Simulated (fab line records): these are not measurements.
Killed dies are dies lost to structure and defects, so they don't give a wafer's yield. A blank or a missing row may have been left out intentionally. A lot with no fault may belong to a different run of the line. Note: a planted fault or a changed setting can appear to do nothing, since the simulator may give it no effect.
Which tool did it?    flow ritCmos    Sampling: 15 lots, 45 wafers, 5 of 202 route steps

WHAT THE GAUGES SHOWED, per wafer
RIT_ACTIVE_THK_MEAS_02.
lot   measured     on            ACTIVE_OXIDE_THK (nm)
L460  day 1 12:04  filmMetro-01  45.7 45.3 45.9
L461  day 1 17:05  filmMetro-04  45.8 46.3 45.9
L463  day 2 03:04  filmMetro-02  48.8 47.6 47.6
L464  day 2 08:03  filmMetro-02  48.4 48.2 48.1
L466  day 2 18:03  filmMetro-04  47.9 48.4 48.3
L467  day 2 23:04  filmMetro-01  47.8 47.5 47.8
L468  day 3 04:04  filmMetro-04  45.9 46.9 47.4
L471  day 3 19:04  filmMetro-02  47.2 46.8 47.4
L472  day 4 00:04  filmMetro-01  47.5 47.7 47.5
L474  day 4 11:02  filmMetro-01  53.8 53.5 53.9 53.8 53.4 54.0
L475  day 4 15:04  filmMetro-02  47.2 48.0 48.0
L476  day 4 20:04  filmMetro-01  55.5 55.1 55.9 55.5 55.1 55.9
L478  day 5 06:04  filmMetro-04  53.9 53.8 53.2 53.9 53.8 53.2
L481  day 5 21:04  filmMetro-02  46.2 46.8 46.9
L482  day 6 02:03  filmMetro-01  46.0 46.6 46.0

RIT_WELLDRIVE_RS_MEAS_02: measurement is done with a four-point probe.
lot   measured     on            PWELL_RS (ohm/sq)
L460  day 2 03:39  filmMetro-02  429.3 428.4 428.6
L461  day 2 10:17  filmMetro-03  428.2 429.1 428.4
L463  day 2 20:50  filmMetro-02  430.5 428.4 430.8
L464  day 3 00:29  filmMetro-04  431.1 430.7 430.2
L466  day 3 09:41  filmMetro-04  433.1 432.1 432.0
L467  day 3 15:35  filmMetro-02  429.5 428.9 429.7
L468  day 3 20:42  filmMetro-02  430.5 431.5 431.2
L471  day 4 10:46  filmMetro-02  428.8 427.9 427.6
L472  day 4 16:34  filmMetro-03  429.6 429.9 428.9
L474  day 5 11:38  filmMetro-03  428.2 430.2 429.0
L475  day 5 06:53  filmMetro-04  429.7 430.1 430.9
L481  day 6 13:40  filmMetro-02  429.0 428.5 430.3
L482  day 6 18:44  filmMetro-03  429.1 427.8 429.9

RIT_PSD_TW_MEAS_10.
lot   measured     on            PSD_TW
L460  day 3 00:22  filmMetro-01  3403 3421 3412
L461  day 3 06:33  filmMetro-01  3397 3396 3407
L463  day 3 17:19  filmMetro-02  3450 3452 3458
L464  day 3 21:16  filmMetro-01  3399 3418 3393
L466  day 4 06:07  filmMetro-02  3421 3431 3425
L467  day 4 12:07  filmMetro-02  3443 3434 3426
L468  day 4 17:52  filmMetro-02  3426 3432 3423
L471  day 5 06:58  filmMetro-01  3407 3422 3406
L472  day 5 12:55  filmMetro-04  3444 3444 3445
L474  day 6 19:17  filmMetro-01  3390 3418 3402
L475  day 6 04:19  filmMetro-02  3447 3432 3436
L481  day 7 09:40  filmMetro-01  3432 3423 3403
L482  day 7 14:32  filmMetro-01  3430 3418 3423

TOOL THAT RAN EACH LOT (tool first, then ch and the chambers of the sampled wafers, then the start)
lot   RIT_ACTIVE_OXIDATION_01       RIT_PWELL_STRIP_09
L460  furnace-04 ch 0, day 1 10:07  plasmaAsher-02 ch 0,1, day 1 22:14
L461  furnace-04 ch 0, day 1 15:07  plasmaAsher-04 ch 0,1, day 2 04:50
L463  furnace-01 ch 0, day 2 01:07  plasmaAsher-02 ch 0,1, day 2 15:25
L464  furnace-02 ch 0, day 2 06:07  plasmaAsher-02 ch 0,1, day 2 19:01
L466  furnace-02 ch 0, day 2 16:07  plasmaAsher-04 ch 0,1, day 3 04:14
L467  furnace-01 ch 0, day 2 21:07  plasmaAsher-01 ch 0, day 3 10:08
L468  furnace-04 ch 0, day 3 02:07  plasmaAsher-01 ch 0,1, day 3 14:46
L471  furnace-04 ch 0, day 3 17:07  plasmaAsher-04 ch 0,1, day 4 05:18
L472  furnace-01 ch 0, day 3 22:07  plasmaAsher-01 ch 1, day 4 11:06
L474  furnace-01 ch 0, day 4 09:05  plasmaAsher-04 ch 0,1, day 5 06:13
L475  furnace-02 ch 0, day 4 13:07  plasmaAsher-04 ch 0,1, day 5 01:25
L476  furnace-01 ch 0, day 4 18:07  -
L478  furnace-01 ch 0, day 5 04:07  -
L481  furnace-04 ch 0, day 5 19:07  plasmaAsher-04 ch 0,1, day 6 07:49
L482  furnace-04 ch 0, day 6 00:07  plasmaAsher-04 ch 0,1, day 6 13:09
- RIT_ACTIVE_OXIDATION_01: target thk 46.8 nm, ox time 3360 s.
- RIT_PWELL_STRIP_09: strips in O2, time 180 s.

AS READ BY THE TOOLS THEMSELVES (means over the sampled wafers that have a number; for cases with no such wafer, the mark the record gives instead)
RIT_ACTIVE_OXIDATION_01.
lot   tool        spikeTcCentreC (C)  spikeTcLoadC (C)  spikeTcSourceC (C)  tubeCenterTempC (C)  tube_center_temp_C_max  zonePowerLoadPct (%)
L460  furnace-04  1002.2              1030.4            1025.2              1000                 1002.9                  32
L461  furnace-04  1001.7              1030.4            1025.9              1000                 1002.3                  32
L463  furnace-01  1001.3              1030.0            1025.9              1000                 1002.9                  35
L464  furnace-02  1004.1              1027.9            1023.7              1000                 1003.2                  41
L466  furnace-02  1002.6              1027.9            1022.8              1000                 1002.4                  40
L467  furnace-01  1001.8              1028.8            1027.6              1000                 1002.7                  35
L468  furnace-04  1001.9              1030.6            1025.0              1000                 1002.6                  32
L471  furnace-04  1002.5              1031.2            1025.7              1000                 1002.7                  31
L472  furnace-01  1002.7              1029.2            1027.1              1000                 1002.8                  35
L474  furnace-01  1016.2              1044.7            1040.8              1015                 1017.6                  36
L475  furnace-02  1003.5              1028.3            1023.3              1000                 1003.0                  40
L476  furnace-01  1016.6              1044.9            1041.3              1015                 1017.5                  36
L478  furnace-01  1016.8              1044.4            1041.3              1015                 1017.7                  36
L481  furnace-04  1002.3              1030.2            1026.0              1000                 1002.5                  31
L482  furnace-04  1002.8              1031.2            1025.2              1000                 1002.6                  31

RIT_PWELL_STRIP_09.
lot   tool            drypumpMotorCurrentA (A)
L460  plasmaAsher-02  5.7
L461  plasmaAsher-04  5.4
L463  plasmaAsher-02  6.1
L464  plasmaAsher-02  6.2
L466  plasmaAsher-04  5.0
L467  plasmaAsher-01  5.2
L468  plasmaAsher-01  5.3
L471  plasmaAsher-04  5.4
L472  plasmaAsher-01  5.3
L474  plasmaAsher-04  5.4
L475  plasmaAsher-04  5.0
L481  plasmaAsher-04  5.0
L482  plasmaAsher-04  5.0

THE ANSWER, worked out from the rows above alone
Rule: the usual values come from the lots themselves. The widest of any qualifying gaps counts: lots, ordered by their means at a reading, are off when they make up no more than a third of the lots, leave a main group of 4 or more, and stand apart from it by 3 or more times the standard deviation of that group's means. A main group is skipped when, at the precision printed for the reading in the tables above, its means are all equal. A lot without any number at a reading at which 4 lots or more have one is off too. Where the step has rows for the other lots, those lots are counted as sound. The gauges are gone through in route order, then the tools' own readings, and for those a lot's mean is taken as printed above. At the first step where some lot is off, the reading lying furthest off is the one used; lots without a number count as furthest.
Off: L474, L476, L478, at RIT_ACTIVE_THK_MEAS_02 (ACTIVE_OXIDE_THK). Mean 47.1 nm and standard deviation 0.86 in the main group.
If a tool, at a process step before that reading, ran all the lots that are off and no sound lot after the first of them, it fits. Not tried: the gauges at RIT_ACTIVE_THK_MEAS_02; whatever is off there is also off at RIT_ACTIVE_OXIDATION_01, on other tools, and gauge error can't account for it. One fits: furnace-01 at RIT_ACTIVE_OXIDATION_01. Its last sound lot is L472 (day 3 22:07), its first lot that is off L474 (day 4 09:05): a fault that began between those two fits.
The tool's own readings at RIT_ACTIVE_OXIDATION_01 bear it out: on the lots that are off they differ by more than 5 times the standard deviation of the sound lots' means. spikeTcCentreC reads 1016.5 C there against 1002.5 C on the sound lots; spikeTcLoadC reads 1044.7 C there against 1029.7 C on the sound lots; spikeTcSourceC reads 1041.1 C there against 1025.3 C on the sound lots; tubeCenterTempC reads 1015 C there against 1000 C on the sound lots; tube_center_temp_C_max reads 1017.6 there against 1002.7 on the sound lots.

WHAT THE SIMULATOR HAD PUT IN
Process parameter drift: furnace-01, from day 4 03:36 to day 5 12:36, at RIT_ACTIVE_OXIDATION_01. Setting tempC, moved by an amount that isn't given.
Shown lots that were struck: L474, L476, L478. This agrees with what the rule above found.
